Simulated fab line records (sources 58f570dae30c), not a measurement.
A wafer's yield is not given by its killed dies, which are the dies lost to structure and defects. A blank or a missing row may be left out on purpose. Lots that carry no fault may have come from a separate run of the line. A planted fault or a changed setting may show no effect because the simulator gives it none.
Problem report, 8D (eight disciplines) form, completed by code | flow berkeley cmos170 | the parts of the form that need people (team, actions taken, sign-off) are left out

1. THE PROBLEM
Mean PWELL_OXIDE_THK at UCB170_PWELL_THK_MEAS_03: 33.2 nm over 6 wafers in 2 lots; fault-free wafers: 26.5 nm, standard deviation 0.48. Relative to the usual mean, that is a shift of +14 standard deviations.
The first sign was on wafer L854.1 at day 3 23:54, on film metro-01. At this step, 42 wafers from 14 lots have a number in the record. Rule for "out", or "out of limits": more than 4 standard deviations from the usual mean. The rest of the wafers with a number are treated as sound.

2. WHAT IT IS AND WHAT IT IS NOT
question                    | is                           | is not
which readings at this step | PWELL_OXIDE_THK              | -
which lots                  | L854, L855                   | L850, L851, L852, L853, L857, L865, L866, L869, L870, L871, L872, L873
which wafers of those lots  | all that have a number       | -
read on which gauges        | film metro-01, film metro-04 | film metro-03
when                        | from day 3 23:54             | up to then (12 sound wafers); but 24 sound wafers of L857, L865, L866, L869, L870, L871, L872, L873 came after

3. SUSPECTS, AND WHAT RULES EACH OUT
Counting: any tool at a process step up to the reading is kept as a suspect provided that every lot that is out went through it and no sound lot did after the first of them.
- the gauge at UCB170_PWELL_THK_MEAS_03 has been ruled out. Those wafers that are out were read across 2 gauges (film metro-01, film metro-04).
- furnace-04 at UCB170_PWELL_OXIDATION_02 (target thk 26.4 nm, ox time 1260 s): ruled out as a lasting fault. Sound lots L873 ran on it after its first lot that is out, L854 (day 3 22:33).
Left after counting: nothing in the record.

4. THE CAUSE (what the simulator had put in)
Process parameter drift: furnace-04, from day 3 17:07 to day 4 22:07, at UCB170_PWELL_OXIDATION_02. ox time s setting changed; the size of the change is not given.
The count ruled it out by mistake, since the rule takes a fault to strike every lot its tool runs from the start of the fault on, and this one did not do so.

5. THE CHAIN OF EFFECTS, in route order
Each row: a reading where the mean over the struck wafers with a number is more than 3 standard deviations away from the usual. Only readings whose record carries a usual standard deviation are examined. hours: median over the lots of the time between each lot's start at the first step of this table that gives one and its start at this step. sigmas: the change, counted in usual standard deviations.
hours | step                     | reading         | usual   | on struck wafers | change | sigmas
0     | UCB170_PWELL_THK_MEAS_03 | PWELL_OXIDE_THK | 26.5 nm | 33.2             | +6.8   | +14
At these later measuring or inspecting steps, every struck wafer for which the step has a row has a number for every such reading, and none has moved that far: UCB170_PWELL_THK_MEAS_06, UCB170_GATE_OVL_MEAS_13.

6. HOW IT WOULD HAVE BEEN CAUGHT EARLIER
Counted from the fault's start at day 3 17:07, it took 7 hours until the first out-of-limits reading at a measuring or inspecting step in this record, taken at day 3 23:54.
